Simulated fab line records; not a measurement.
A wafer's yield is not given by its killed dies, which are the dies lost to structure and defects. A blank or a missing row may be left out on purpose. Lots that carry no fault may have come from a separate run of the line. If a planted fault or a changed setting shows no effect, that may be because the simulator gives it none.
Split-lot study	flow ritCmos	on a route of 202 steps: 5 lots, 23 wafers read

== ABOUT THE SPLIT ==
At RIT_NWELL_IMPLANT_08, the setting energyKev was moved away from the recipe's 170 on 10 of the 23 wafers read, by -5.6% to +3.6%. For the rest of the wafers, this setting stayed at what the recipe calls for.

The split's own step is where the reading is taken.

== THE READING ==
implant.drpNm (the simulator's own value, which no gauge read), in nm, at RIT_NWELL_IMPLANT_08. There is no usual value for it anywhere in the file.

wafer	tool, chamber at the split	energyKev as run	against the recipe	implant.drpNm, nm	against lot-mates on the recipe
L076.1	implanter-04, 0	166.3	-2.2%	67.72	-1.10
L076.4	implanter-04, 0	166.3	-2.2%	67.72	-1.10
L076.5	implanter-04, 0	166.3	-2.2%	67.72	-1.10
L076.2	implanter-04, 0	170	recipe	68.82	-
L076.6	implanter-04, 0	170	recipe	68.82	-
L078.1	implanter-02, 0	167	-1.8%	67.92	-0.90
L078.5	implanter-02, 0	167	-1.8%	67.92	-0.90
L078.2	implanter-02, 0	170	recipe	68.82	-
L078.3	implanter-02, 0	170	recipe	68.82	-
L078.4	implanter-02, 0	170	recipe	68.82	-
L079.1	implanter-02, 0	176.1	+3.6%	70.67	+1.85
L079.3	implanter-02, 0	176.1	+3.6%	70.67	+1.85
L079.6	implanter-02, 0	176.1	+3.6%	70.67	+1.85
L079.2	implanter-02, 0	170	recipe	68.82	-
L079.5	implanter-02, 0	170	recipe	68.82	-
L081.1	implanter-03, 0	170	recipe	68.82	-
L081.3	implanter-03, 0	170	recipe	68.82	-
L081.6	implanter-03, 0	170	recipe	68.82	-
L084.1	implanter-03, 0	160.5	-5.6%	65.97	-2.85
L084.2	implanter-03, 0	160.5	-5.6%	65.97	-2.85
L084.3	implanter-03, 0	170	recipe	68.82	-
L084.4	implanter-03, 0	170	recipe	68.82	-
L084.6	implanter-03, 0	170	recipe	68.82	-

THE FIT
A straight line over all 23 wafers: implant.drpNm changes by +0.512 nm for each +1% of energyKev; r = +1.00; the points scatter about the line by 0.0063 nm.
The same after taking each lot's own level away (the mean of its wafers on the recipe; 23 wafers): +0.512 nm for each +1%; r = +1.00; scatter 0.0063 nm.
On that fit, the largest move of energyKev shifts the reading by 2.9 nm.
The lots' own levels span 68.820 to 68.820 nm.
Consequently the slope shifts little with the lot-to-lot level, the two slopes agreeing.
Check: -2.86 nm against its lot-mates is what the line predicts for one of the wafers moved furthest among these (-5.6%) when that wafer is left out of the fit. It came out at -2.85 nm against them.

== ADDITIONAL SPLITS CARRIED BY THESE WAFERS ==
These wafers also went through other splits before the reading. Each is held against what the fit with the lots' levels taken away leaves over:
other split on the same wafers	wafers away from the commonest value	r with implant.drpNm (lot level and that fit taken away)
RIT_ACTIVE_OXIDATION_01 oxTimeS	10	+0.40
RIT_ACTIVE_COAT_06 spinRpm	8	+0.27
RIT_ACTIVE_STRIP_14 pressureMtorr	5	-0.31

== THE WHOLE CHAIN: every reading that the file lists as answering this split, in the file's order ==
step	what it does	reading	change (the file's fit)	r (the file's)
RIT_NWELL_IMPLANT_08		implant.rpNm (the simulator's own value, which no gauge read)	+2.19 nm for each +1% of the setting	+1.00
RIT_NWELL_IMPLANT_08		implant.drpNm (the simulator's own value, which no gauge read)	+0.511 nm for each +1% of the setting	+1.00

== THE FILE'S OWN FIT ==
implant.drpNm changes by +0.511 nm for each +1% of energyKev, r = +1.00.
